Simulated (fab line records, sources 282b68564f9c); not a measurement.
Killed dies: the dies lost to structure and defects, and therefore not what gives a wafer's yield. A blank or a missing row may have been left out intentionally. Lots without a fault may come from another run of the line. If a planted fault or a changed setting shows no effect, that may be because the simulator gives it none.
fab line records	flow ritCmos	part 1 of 2: steps 1 to 32 of 33
[record] lots = 5	wafers = 23
route steps=202 shown ACTIVE@4 FOX2@25 NWELL@30 PWELL@47 NRETRO@54 GATE@91 M1@202
startH: the number of hours between the record's first day and the start of the first shown wafer of the lot	waitH: how many hours have passed since the lot's step before this one	" unchanged from the row above	L1.1+2: a single row standing in for several wafers	- no value, or no start was given	* or withheld: withheld	< > ~ a bound
route shown NAME@n: names a module that has steps shown in the file, with the first one's number in the route	usual: mean/standard deviation taken from wafers without a fault	same: alike in all rows	chamber/n: place in a boat	sites: the reading at each site	_std_site: how widely they spread, as a standard deviation	_edge_site: outer sites' mean less inner sites'	radiusMm: for every site, how far away it sits from the centre of the wafer	mask NAME#n: copy n	behind: the tool/chamber that last shaped the wafer	hold: what put the lot on hold/how long, in hours/how the hold closed	device: names the non-switching transistor (n, p or np)	end of line: the route-end tests of the same wafers	a step given without rows: its recipe and nothing more	killed: dies lost to structure and defects at the first sort, not the wafer's yield	map: a wafer's dies, marking killed ones x, the rest . and places with no die _
set.NAME: the setting as run; set.NAME@STEP: as run at that earlier step	model.NAME: the simulator's own value behind a step, which no gauge read
lots run with intentionally changed settings; tables by step, rows by wafer
[[steps]]
[step RIT_ACTIVE_CVD_03]
[recipe] material = Si3N4	targetThkNm = 150	tempC = 810	precursor = SiH2Cl2/NH3	timeS = 1500	pressureMtorr = 300	sih2cl2FlowSccm = 60	nh3FlowSccm = 150
lot.wafer	tool	chamber	startH	waitH	set.tempC	model.Si3N4_of_ACTIVE_CVD_03.thkNm
L074.1	-	-	-	0.1	810	149.9
L074.2	"	-	"	"	810	149.8
L074.3	"	-	"	"	810	151.1
L074.5	"	-	"	"	810	150.6
L074.6	"	-	"	"	810	148.6
L076.2	lpcvd-02	0	23.61	0.0	810	150.6
L076.5	"	0	"	"	810	149.9
L076.6	"	0	"	"	810	149.7
L080.1+2	-	-	-	0.2	822.8	186.4
L080.3	"	-	"	"	822.8	187
L080.4	"	-	"	"	822.8	187.2
L080.5	"	-	"	"	822.8	185.9
L083.1+4	-	-	-	0.1	792.2	107.5
L083.2+5	"	-	"	"	792.2	107.9
L083.3	"	-	"	"	792.2	107.2
L085.1	-	-	-	0.2	810	150.2
L085.2	"	-	"	"	810	150
L085.3	"	-	"	"	810	150.6
L085.4	"	-	"	"	810	149.6
L085.6	"	-	"	"	810	150.4
[step RIT_ACTIVE_THK_MEAS_04]
[recipe] reads = Si3N4_of_ACTIVE_CVD_03
[usual] ACTIVE_NITRIDE_THK = 149.9/1.3
lot.wafer	tool	chamber	startH	waitH	set.tempC@ACTIVE_CVD_03	ACTIVE_NITRIDE_THK[nm]
L074.1	filmMetro-03	-	-	-	810	149.7
L074.2	"	-	"	"	810	149.8
L074.3	"	-	"	"	810	151.0
L074.5	"	-	"	"	810	150.5
L074.6	"	-	"	"	810	148.7
L076.2	filmMetro-04	-	25.04	0.0	810	150.7
L076.5	"	-	"	"	810	149.8
L076.6	"	-	"	"	810	149.9
L080.1	filmMetro-04	-	-	-	822.8	186.2
L080.2	"	-	"	"	822.8	186.4
L080.3	"	-	"	"	822.8	187.0
L080.4	"	-	"	"	822.8	187.2
L080.5	"	-	"	"	822.8	186.0
L083.1	filmMetro-04	-	-	-	792.2	107.5
L083.2	"	-	"	"	792.2	107.9
L083.3	"	-	"	"	792.2	107.1
L083.4	"	-	"	"	792.2	107.4
L083.5	"	-	"	"	792.2	107.9
L085.1	filmMetro-03	-	-	-	810	150.1
L085.2	"	-	"	"	810	150.0
L085.3	"	-	"	"	810	150.6
L085.4	"	-	"	"	810	149.5
L085.6	"	-	"	"	810	150.5
[step RIT_ACTIVE_EXPOSE_08]
[recipe] maskId = M1	na = 0.6	sourceShape = conventional	sigmaOuter = 0.6	targetCdNm = 1400	doseMj = 225
lot.wafer	tool	chamber	startH	waitH	mask	set.doseMj
L074.1+3+6	ilineStepper-02	0	15.04	0.1	M1#0	220.3
L074.2+5	"	0	"	"	M1#0	225
L076.2+5+6	ilineStepper-01	0	25.62	0.1	M1#0	225
L080.1+2+5	ilineStepper-02	0	45.56	0.2	M1#0	208.7
L080.3+4	"	0	"	"	M1#0	225
L083.1+2+5	ilineStepper-02	0	59.04	0.1	M1#0	225
L083.3+4	"	0	"	"	M1#0	232
L085.1+2+3+4+6	ilineStepper-01	0	69.36	0.2	M1#0	225
[step RIT_ACTIVE_PEB_09]
[recipe] resist = NOVOLAK	tempC = withheld	timeS = withheld
[step RIT_ACTIVE_DEVELOP_10]
[recipe] resist = NOVOLAK	developTimeS = 50	devTempC = 23
[step RIT_ACTIVE_CD_MEAS_11]
[recipe] targetCdNm = 1400
[usual] cdNm = 1400.1/1.9
lot.wafer	tool	chamber	startH	waitH	set.doseMj@ACTIVE_EXPOSE_08	cdNm
L074.1	cdSem-02	-	15.44	-	220.3	1405.0
L074.2	"	-	"	"	225	1401.3
L074.3	"	-	"	"	220.3	1407.3
L074.5	"	-	"	"	225	1400.9
L074.6	"	-	"	"	220.3	1405.7
L076.2	cdSem-01	-	26.02	-	225	1404.4
L076.5	"	-	"	"	225	1401.8
L076.6	"	-	"	"	225	1403.5
L080.1	cdSem-01	-	45.96	-	208.7	1422.8
L080.2	"	-	"	"	208.7	1422.6
L080.3	"	-	"	"	225	1400.3
L080.4	"	-	"	"	225	1402.0
L080.5	"	-	"	"	208.7	1421.5
L083.1	cdSem-02	-	59.44	-	225	1402.8
L083.2	"	-	"	"	225	1399.3
L083.3	"	-	"	"	232	1392.6
L083.4	"	-	"	"	232	1392.2
L083.5	"	-	"	"	225	1401.3
L085.1	cdSem-01	-	69.75	-	225	1395.3
L085.2	"	-	"	"	225	1395.6
L085.3	"	-	"	"	225	1396.3
L085.4	"	-	"	"	225	1395.3
L085.6	"	-	"	"	225	1396.1
[step RIT_ACTIVE_ETCH_13]
[recipe] stopOn = SiO2	chemistry = SF6	target = Si3N4	timeS = 210	overEtchFrac = 0.4	SF6_flow_sccm = 200	pressureMtorr = 260	rfW = 125	targetDepthA = 2100
[usual] oesProductAu = 0.821/0.013
lot.wafer	tool	chamber	startH	waitH	set.overEtchFrac	set.tempC@ACTIVE_CVD_03	set.doseMj@ACTIVE_EXPOSE_08	oesProductAu	model.ACTIVE.cdNm	model.SiO2_of_ACTIVE_OXIDATION_01.thkNm
L074.1	rieDiel-02	0	15.71	0.1	0.4	810	220.3	0.808	1405	46.73
L074.2	"	1	"	"	0.4	810	225	0.815	1401	46.15
L074.3	"	3	"	"	0.4	810	220.3	0.841	1407	46.52
L074.5	"	3	"	"	0.4	810	225	0.835	1401	45.72
L074.6	"	1	"	"	0.4	810	220.3	0.826	1406	45.64
L076.2	rieDiel-02	0	26.35	0.1	0.4	810	225	0.820	1404	47.99
L076.5	"	1	"	"	0.4	810	225	0.829	1402	46.54
L076.6	"	0	"	"	0.4	810	225	0.811	1403	47.79
L080.1	rieDiel-04	2	46.23	0.1	0.4	822.8	208.7	0.920	1422	46.64
L080.2	"	0	"	"	0.4773	822.8	208.7	0.877	1423	41.99
L080.3	"	1	"	"	0.4773	822.8	225	0.881	1400	41.8
L080.4	"	3	"	"	0.4	822.8	225	0.918	1402	46.68
L080.5	"	1	"	"	0.4	822.8	208.7	0.911	1422	45.87
L083.1	rieDiel-03	2	59.71	0.1	0.4	792.2	225	0.691	1403	44.37
L083.2	"	1	"	"	0.4	792.2	225	0.708	1400	46.52
L083.3	"	0	"	"	0.4	792.2	232	0.702	1393	45.46
L083.4	"	3	"	"	0.4	792.2	232	0.705	1392	46.3
L083.5	"	1	"	"	0.4	792.2	225	0.704	1401	46.91
L085.1	rieDiel-02	2	70.06	0.1	0.4	810	225	0.836	1395	46.36
L085.2	"	3	"	"	0.4996	810	225	0.804	1395	42.75
L085.3	"	1	"	"	0.4996	810	225	0.800	1396	41.98
L085.4	"	0	"	"	0.4996	810	225	0.777	1396	43.4
L085.6	"	2	"	"	0.4	810	225	0.827	1396	46.18
[step RIT_ACTIVE_STRIP_14]
[recipe] chemistry = O2	timeS = 180	resist = NOVOLAK	platenTempC = withheld	powerW = 500	pressureMtorr = 4000	o2FlowSccm = 4000
[step RIT_ACTIVE_CD_MEAS_90]
[recipe] targetCdNm = 1400
[usual] cdNm = 1400.1/1.9
lot.wafer	tool	chamber	startH	waitH	set.doseMj@ACTIVE_EXPOSE_08	cdNm
L074.1	cdSem-01	-	16.02	0.1	220.3	1405.2
L074.2	"	-	"	"	225	1401.5
L074.3	"	-	"	"	220.3	1407.6
L074.5	"	-	"	"	225	1400.6
L074.6	"	-	"	"	220.3	1406.0
L076.2	cdSem-01	-	26.68	0.1	225	1404.0
L076.5	"	-	"	"	225	1401.8
L076.6	"	-	"	"	225	1403.5
L080.1	cdSem-01	-	46.54	0.1	208.7	1422.4
L080.2	"	-	"	"	208.7	1422.7
L080.3	"	-	"	"	225	1399.6
L080.4	"	-	"	"	225	1401.8
L080.5	"	-	"	"	208.7	1421.6
L083.1	cdSem-01	-	60.02	0.1	225	1402.9
L083.2	"	-	"	"	225	1400.1
L083.3	"	-	"	"	232	1392.6
L083.4	"	-	"	"	232	1392.3
L083.5	"	-	"	"	225	1401.5
L085.1	cdSem-01	-	70.37	0.1	225	1395.5
L085.2	"	-	"	"	225	1395.6
L085.3	"	-	"	"	225	1395.9
L085.4	"	-	"	"	225	1395.6
L085.6	"	-	"	"	225	1395.8
[step RIT_ACTIVE_CLEAN_15]
[recipe] chemistry = SC1	mix = 3:3:50	timeS = 600	tempC = 75
[step RIT_ACTIVE_CLEAN_16]
[recipe] chemistry = dHF	dilution = 50:1	timeS = 30
[step RIT_FOX2_CLEAN_02]
[recipe] chemistry = dHF	dilution = 50:1	timeS = 180
[step RIT_FOX2_WET_ETCH_03]
[recipe] chemistry = H3PO4	target = Si3N4	targetDepthNm = 195	tempC = 165	timeS = 2700
lot.wafer	tool	chamber	startH	waitH	set.overEtchFrac@ACTIVE_ETCH_13	model.SiO2_of_ACTIVE_OXIDATION_01.thkNm
L074.1	wetBench-03	2	21.49	0.0	0.4	41.56
L074.2	"	2	"	"	0.4	41.05
L074.3	"	2	"	"	0.4	41.35
L074.5	"	2	"	"	0.4	40.68
L074.6	"	2	"	"	0.4	40.59
L076.2	wetBench-02	0	33.46	0.0	0.4	42.73
L076.5	"	0	"	"	0.4	41.41
L076.6	"	0	"	"	0.4	42.57
L080.1	wetBench-01	3	50.30	0.0	0.4	41.37
L080.2	"	3	"	"	0.4773	37.24
L080.3	"	3	"	"	0.4773	37.08
L080.4	"	3	"	"	0.4	41.38
L080.5	"	3	"	"	0.4	40.67
L083.1	wetBench-01	3	64.57	0.0	0.4	39.43
L083.2	"	3	"	"	0.4	41.33
L083.3	"	3	"	"	0.4	40.4
L083.4	"	3	"	"	0.4	41.17
L083.5	"	3	"	"	0.4	41.69
L085.1	wetBench-01	2	73.79	0.0	0.4	41.33
L085.2	"	2	"	"	0.4996	38.12
L085.3	"	2	"	"	0.4996	37.41
L085.4	"	2	"	"	0.4996	38.7
L085.6	"	2	"	"	0.4	41.15
[step RIT_NWELL_SOFTBAKE_02]
[recipe] resist = NOVOLAK	tempC = 90	timeS = 60
lot.wafer	tool	chamber	startH	waitH	set.tempC
L074.1+2+6	lithoTrack-01	0	22.61	0.1	93.06
L074.3+5	"	0	"	"	90
L076.2+5+6	lithoTrack-02	0	34.60	0.1	90
L080.1+2	lithoTrack-04	0	52.17	0.1	90
L080.3+4+5	"	0	"	"	88.55
L083.1+4	lithoTrack-04	0	65.69	0.1	90
L083.2+3+5	"	0	"	"	92.47
L085.1+2	lithoTrack-01	0	74.90	0.1	90
L085.3+4+6	"	0	"	"	91.34
[step RIT_NWELL_EXPOSE_03]
[recipe] maskId = M2	na = 0.57	targetCdNm = 43900	doseMj = 250
[step RIT_NWELL_PEB_04]
[recipe] resist = NOVOLAK	tempC = withheld	timeS = withheld
[step RIT_NWELL_DEVELOP_05]
[recipe] resist = NOVOLAK	developTimeS = 68	devTempC = 23
lot.wafer	tool	chamber	startH	waitH	set.tempC@NWELL_SOFTBAKE_02	model.NOVOLAK_of_NWELL_COAT_01.thkNm
L074.1	lithoTrack-02	0	-	-	93.06	1282
L074.2	"	0	"	"	93.06	1287
L074.3	"	0	"	"	90	1296
L074.5	"	0	"	"	90	1297
L074.6	"	0	"	"	93.06	1283
L076.2	lithoTrack-02	0	-	-	90	1307
L076.5	"	0	"	"	90	1308
L076.6	"	0	"	"	90	1305
L080.1	lithoTrack-04	0	-	-	90	1300
L080.2	"	0	"	"	90	1297
L080.3	"	0	"	"	88.55	1303
L080.4+5	"	0	"	"	88.55	1307
L083.1	lithoTrack-01	0	-	-	90	1306
L083.2	"	0	"	"	92.47	1296
L083.3	"	0	"	"	92.47	1295
L083.4	"	0	"	"	90	1297
L083.5	"	0	"	"	92.47	1290
L085.1	lithoTrack-02	0	-	-	90	1298
L085.2	"	0	"	"	90	1296
L085.3	"	0	"	"	91.34	1291
L085.4	"	0	"	"	91.34	1295
L085.6	"	0	"	"	91.34	1290
[step RIT_NWELL_IMPLANT_08]
[recipe] species = P	energyKev = 170	doseCm2 = 5e+13	tiltDeg = 7
lot.wafer	tool	chamber	startH	waitH	set.energyKev	model.implant.rpNm	model.implant.drpNm
L074.1+3+5	implanter-03	0	23.60	0.2	170	214.1	68.82
L074.2+6	"	0	"	"	172.6	217.5	69.61
L076.2+5+6	implanter-04	0	35.59	0.2	170	210.6	68.82
L080.1+3+5	implanter-02	0	53.22	0.2	170	213.7	68.82
L080.2+4	"	0	"	"	163.4	205.1	66.85
L083.1+2+4	implanter-03	0	66.56	0.2	177	222.8	70.94
L083.3+5	"	0	"	"	170	213.8	68.82
L085.1+4	implanter-04	0	76.05	0.2	170	212.8	68.82
L085.2+3+6	"	0	"	"	164.1	205.2	67.06
[step RIT_NWELL_STRIP_09]
[recipe] chemistry = O2	timeS = 180	resist = NOVOLAK	platenTempC = withheld	powerW = 500	pressureMtorr = 4000	o2FlowSccm = 4000
[step RIT_NWELL_TW_MEAS_10]
[usual] NWELL_TW = 2152/7.9
lot.wafer	tool	chamber	startH	waitH	set.energyKev@NWELL_IMPLANT_08	NWELL_TW
L074.1	filmMetro-02	-	23.92	0.1	170	2160
L074.2	"	-	"	"	172.6	2158
L074.3	"	-	"	"	170	2160
L074.5	"	-	"	"	170	2145
L074.6	"	-	"	"	172.6	2161
L076.2	filmMetro-03	-	35.90	0.1	170	2162
L076.5	"	-	"	"	170	2162
L076.6	"	-	"	"	170	2163
L080.1	filmMetro-01	-	53.54	0.1	170	2159
L080.2	"	-	"	"	163.4	2137
L080.3	"	-	"	"	170	2154
L080.4	"	-	"	"	163.4	2132
L080.5	"	-	"	"	170	2163
L083.1	filmMetro-01	-	66.88	0.1	177	2177
L083.2	"	-	"	"	177	2170
L083.3	"	-	"	"	170	2154
L083.4	"	-	"	"	177	2168
L083.5	"	-	"	"	170	2151
L085.1	filmMetro-03	-	76.38	0.1	170	2152
L085.2	"	-	"	"	164.1	2135
L085.3	"	-	"	"	164.1	2130
L085.4	"	-	"	"	170	2152
L085.6	"	-	"	"	164.1	2131
[step RIT_PWELL_IMPLANT_08]
[recipe] species = B	energyKev = 170	doseCm2 = 7e+13	tiltDeg = 7
lot.wafer	tool	chamber	startH	waitH	set.energyKev	model.implant.drpNm
L074.1+2+3+5+6	implanter-02	0	25.15	0.2	170	102.9
L076.2+5+6	implanter-01	0	37.27	0.2	170	102.9
L080.1+2+3+4+5	implanter-02	0	54.96	0.2	170	102.9
L083.1+5	implanter-02	0	68.11	0.2	163.1	101.4
L083.2+3+4	"	0	"	"	170	102.9
L085.1+3	implanter-02	0	77.73	0.2	170	102.9
L085.2+4+6	"	0	"	"	172.9	103.4
[step RIT_NRETRO_COAT_01]
[recipe] resist = NOVOLAK	spinRpm = 2000	resistThkNm = 1300
lot.wafer	tool	chamber	startH	waitH	set.spinRpm	model.NOVOLAK_of_NRETRO_COAT_01.thkNm
L074.1+2	lithoTrack-01	0	32.48	0.1	2000	1308
L074.3	"	0	"	"	2000	1309
L074.5+6	"	0	"	"	2000	1310
L076.2+5	lithoTrack-03	0	44.71	0.1	2000	1303
L076.6	"	0	"	"	2000	1299
L080.1	lithoTrack-03	0	60.95	0.1	2000	1308
L080.2	"	0	"	"	2116	1270
L080.3	"	0	"	"	2116	1269
L080.4	"	0	"	"	2116	1272
L080.5	"	0	"	"	2000	1304
L083.1+4	lithoTrack-02	0	74.04	0.1	2000	1303
L083.2	"	0	"	"	1932	1324
L083.3	"	0	"	"	1932	1326
L083.5	"	0	"	"	2000	1305
L085.1	lithoTrack-03	0	84.18	0.1	2102	1276
L085.2	"	0	"	"	2000	1304
L085.3	"	0	"	"	2102	1274
L085.4	"	0	"	"	2102	1271
L085.6	"	0	"	"	2000	1307
[step RIT_NRETRO_SOFTBAKE_02]
[recipe] resist = NOVOLAK	tempC = 90	timeS = 60
[step RIT_NRETRO_EXPOSE_03]
[recipe] maskId = M4	na = 0.57	targetCdNm = 43900	doseMj = 250
[step RIT_NRETRO_DEVELOP_05]
[recipe] resist = NOVOLAK	developTimeS = 68	devTempC = 23
[step RIT_NRETRO_HARDBAKE_07]
[recipe] resist = NOVOLAK	tempC = 140	timeS = 120
lot.wafer	tool	chamber	startH	waitH	set.spinRpm@NRETRO_COAT_01	model.NOVOLAK_of_NRETRO_COAT_01.thkNm
L074.1+2	lithoTrack-02	0	33.25	0.0	2000	1144
L074.3+5	"	0	"	"	2000	1145
L074.6	"	0	"	"	2000	1146
L076.2	lithoTrack-02	0	45.54	0.1	2000	1140
L076.5	"	0	"	"	2000	1139
L076.6	"	0	"	"	2000	1136
L080.1	lithoTrack-03	0	61.90	0.1	2000	1143
L080.2	"	0	"	"	2116	1111
L080.3	"	0	"	"	2116	1110
L080.4	"	0	"	"	2116	1113
L080.5	"	0	"	"	2000	1140
L083.1+4	lithoTrack-03	0	74.93	0.0	2000	1139
L083.2	"	0	"	"	1932	1158
L083.3	"	0	"	"	1932	1159
L083.5	"	0	"	"	2000	1142
L085.1	lithoTrack-02	0	85.07	0.0	2102	1116
L085.2	"	0	"	"	2000	1140
L085.3	"	0	"	"	2102	1115
L085.4	"	0	"	"	2102	1112
L085.6	"	0	"	"	2000	1143
[step RIT_NRETRO_IMPLANT_08]
[recipe] species = P	energyKev = 70	doseCm2 = 1e+13	tiltDeg = 7
lot.wafer	tool	chamber	startH	waitH	set.doseCm2
L074.1+6	implanter-03	0	33.50	0.2	1e+13
L074.2+3+5	"	0	"	"	1.068e+13
L076.2+5+6	implanter-03	0	45.77	0.2	1e+13
L080.1+2+3+4+5	implanter-03	0	62.15	0.2	1e+13
L083.1+2+3	implanter-04	0	75.18	0.2	1.066e+13
L083.4+5	"	0	"	"	1e+13
L085.1+2+4	implanter-04	0	85.32	0.2	1e+13
L085.3+6	"	0	"	"	1.043e+13
[step RIT_NRETRO_STRIP_09]
[recipe] chemistry = O2	timeS = 180	resist = NOVOLAK	platenTempC = withheld	powerW = 500	pressureMtorr = 4000	o2FlowSccm = 4000
[step RIT_NRETRO_TW_MEAS_10]
[usual] NRETRO_TW = 1056/4.2
lot.wafer	tool	chamber	startH	waitH	set.doseCm2@NRETRO_IMPLANT_08	NRETRO_TW
L074.1	filmMetro-01	-	33.82	0.1	1e+13	1054
L074.2	"	-	"	"	1.068e+13	1084
L074.3	"	-	"	"	1.068e+13	1073
L074.5	"	-	"	"	1.068e+13	1077
L074.6	"	-	"	"	1e+13	1056
L076.2	filmMetro-03	-	46.08	0.1	1e+13	1061
L076.5	"	-	"	"	1e+13	1054
L076.6	"	-	"	"	1e+13	1049
L080.1	filmMetro-03	-	62.48	0.1	1e+13	1056
L080.2	"	-	"	"	1e+13	1055
L080.3	"	-	"	"	1e+13	1054
L080.4	"	-	"	"	1e+13	1051
L080.5	"	-	"	"	1e+13	1049
L083.1	filmMetro-04	-	75.51	0.1	1.066e+13	1069
L083.2	"	-	"	"	1.066e+13	1081
L083.3	"	-	"	"	1.066e+13	1077
L083.4	"	-	"	"	1e+13	1050
L083.5	"	-	"	"	1e+13	1059
L085.1	filmMetro-01	-	85.65	0.1	1e+13	1058
L085.2	"	-	"	"	1e+13	1055
L085.3	"	-	"	"	1.043e+13	1068
L085.4	"	-	"	"	1e+13	1058
L085.6	"	-	"	"	1.043e+13	1064
[step RIT_GATE_DEVELOP_15]
[recipe] resist = NOVOLAK	developTimeS = 50	devTempC = 23
lot.wafer	tool	chamber	startH	waitH	set.developTimeS
L074.1+3+6	lithoTrack-01	0	-	-	50
L074.2+5	"	0	"	"	44.68
L076.2+5+6	lithoTrack-01	0	-	-	50
L080.1+2+4	lithoTrack-01	0	-	-	50
L080.3+5	"	0	"	"	44.75
L083.1+3	lithoTrack-01	0	-	-	50
L083.2+4+5	"	0	"	"	42.56
L085.1+3	lithoTrack-02	0	-	-	53.82
L085.2+4+6	"	0	"	"	50
[step RIT_GATE_HARDBAKE_18]
[recipe] resist = NOVOLAK	tempC = 140	timeS = 60
[step RIT_GATE_ETCH_19]
[recipe] chemistry = SF6/CHF3/O2	timeS = 165	SF6_flow_sccm = 30	CHF3_flow_sccm = 30	O2_flow_sccm = 5	target = poly-Si	pressureMtorr = 40	rfW = 160	targetDepthA = 3125	overEtchFrac = 0.25	stopOn = SiO2
lot.wafer	tool	chamber	startH	waitH	set.developTimeS@GATE_DEVELOP_15	model.GATE.cdNm
L074.1	rieSi-01	3	42.96	0.1	50	151.3
L074.2+5	"	1	"	"	44.68	-
L074.3	"	0	"	"	50	150.3
L074.6	"	2	"	"	50	149.2
L076.2	rieSi-01	0	55.35	0.1	50	150.3
L076.5	"	1	"	"	50	152.9
L076.6	"	2	"	"	50	152.3
L080.1	rieSi-01	0	71.68	0.1	50	147.1
L080.2	"	2	"	"	50	145.7
L080.3	"	3	"	"	44.75	-
L080.4	"	3	"	"	50	146.6
L080.5	"	0	"	"	44.75	163.8
L083.1	rieSi-02	3	84.99	0.1	50	151.2
L083.2+4+5	"	2,1,1	"	"	42.56	-
L083.3	"	0	"	"	50	149.6
L085.1	rieSi-02	3	92.28	0.1	53.82	137.1
L085.2+4	"	1,2	"	"	50	150.2
L085.3	"	0	"	"	53.82	139
L085.6	"	2	"	"	50	149
[[key]]
[split] step = RIT_ACTIVE_CVD_03	setting = tempC	stated = 810	by = lot
[response] step = RIT_ACTIVE_CVD_03	reading = model.Si3N4_of_ACTIVE_CVD_03.thkNm	change = +20.7	per = 1%	r = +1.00
[response] step = RIT_ACTIVE_THK_MEAS_04	reading = ACTIVE_NITRIDE_THK	change = +20.7	per = 1%	r = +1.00
[response] step = RIT_ACTIVE_ETCH_13	reading = oesProductAu	change = +0.0527	per = 1%	r = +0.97
[split] step = RIT_ACTIVE_EXPOSE_08	setting = doseMj	stated = 225	by = wafer
[response] step = RIT_ACTIVE_CD_MEAS_11	reading = cdNm	change = -2.87	per = 1%	r = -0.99
[response] step = RIT_ACTIVE_ETCH_13	reading = model.ACTIVE.cdNm	change = -2.89	per = 1%	r = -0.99
[response] step = RIT_ACTIVE_CD_MEAS_90	reading = cdNm	change = -2.93	per = 1%	r = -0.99
[split] step = RIT_ACTIVE_ETCH_13	setting = overEtchFrac	stated = 0.4	by = wafer
[response] step = RIT_ACTIVE_ETCH_13	reading = model.SiO2_of_ACTIVE_OXIDATION_01.thkNm	change = -0.177	per = 1%	r = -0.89
[response] step = RIT_FOX2_WET_ETCH_03	reading = model.SiO2_of_ACTIVE_OXIDATION_01.thkNm	change = -0.157	per = 1%	r = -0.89
[split] step = RIT_NWELL_SOFTBAKE_02	setting = tempC	stated = 90	by = wafer
[response] step = RIT_NWELL_DEVELOP_05	reading = model.NOVOLAK_of_NWELL_COAT_01.thkNm	change = -3.5	per = 1%	r = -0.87
[split] step = RIT_NWELL_IMPLANT_08	setting = energyKev	stated = 170	by = wafer
[response] step = RIT_NWELL_IMPLANT_08	reading = model.implant.rpNm	change = +2.19	per = 1%	r = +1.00
[response] step = RIT_NWELL_IMPLANT_08	reading = model.implant.drpNm	change = +0.511	per = 1%	r = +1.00
[response] step = RIT_NWELL_TW_MEAS_10	reading = NWELL_TW	change = +5.43	per = 1%	r = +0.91
[split] step = RIT_PWELL_IMPLANT_08	setting = energyKev	stated = 170	by = wafer
[response] step = RIT_PWELL_IMPLANT_08	reading = model.implant.drpNm	change = +0.359	per = 1%	r = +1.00
[split] step = RIT_NRETRO_COAT_01	setting = spinRpm	stated = 2000	by = wafer
[response] step = RIT_NRETRO_COAT_01	reading = model.NOVOLAK_of_NRETRO_COAT_01.thkNm	change = -6.16	per = 1%	r = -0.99
[response] step = RIT_NRETRO_HARDBAKE_07	reading = model.NOVOLAK_of_NRETRO_COAT_01.thkNm	change = -5.31	per = 1%	r = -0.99
[split] step = RIT_NRETRO_IMPLANT_08	setting = doseCm2	stated = 1e+13	by = wafer
[response] step = RIT_NRETRO_TW_MEAS_10	reading = NRETRO_TW	change = +3.07	per = 1%	r = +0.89
[split] step = RIT_GATE_DEVELOP_15	setting = developTimeS	stated = 50	by = wafer
[response] step = RIT_GATE_ETCH_19	reading = model.GATE.cdNm	change = -1.6	per = 1%	r = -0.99
[response] step = RIT_M1_PROBE_99	reading = model.etest.pmos_0p3.rOnOhmUm	change = -41	per = 1%	r = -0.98
[response] step = RIT_M1_PROBE_99	reading = model.etest.pmosTurned.rOnOhmUm	change = -42.7	per = 1%	r = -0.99
[response] step = RIT_M1_PROBE_99	reading = model.etest.pmos_0p15.rOnOhmUm	change = -42.1	per = 1%	r = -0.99
[response] step = RIT_M1_PROBE_99	reading = model.etest.nmos_0p15.rOnOhmUm	change = -13.2	per = 1%	r = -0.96
[response] step = RIT_M1_PROBE_99	reading = model.etest.nmos_0p3.rOnOhmUm	change = -12.4	per = 1%	r = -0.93
[response] step = RIT_M1_PROBE_99	reading = model.etest.nmos_0p15.driveUaUm	change = +6.65	per = 1%	r = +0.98
[response] step = RIT_M1_PROBE_99	reading = model.etest.pmos_0p15.driveUaUm	change = +3.78	per = 1%	r = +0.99
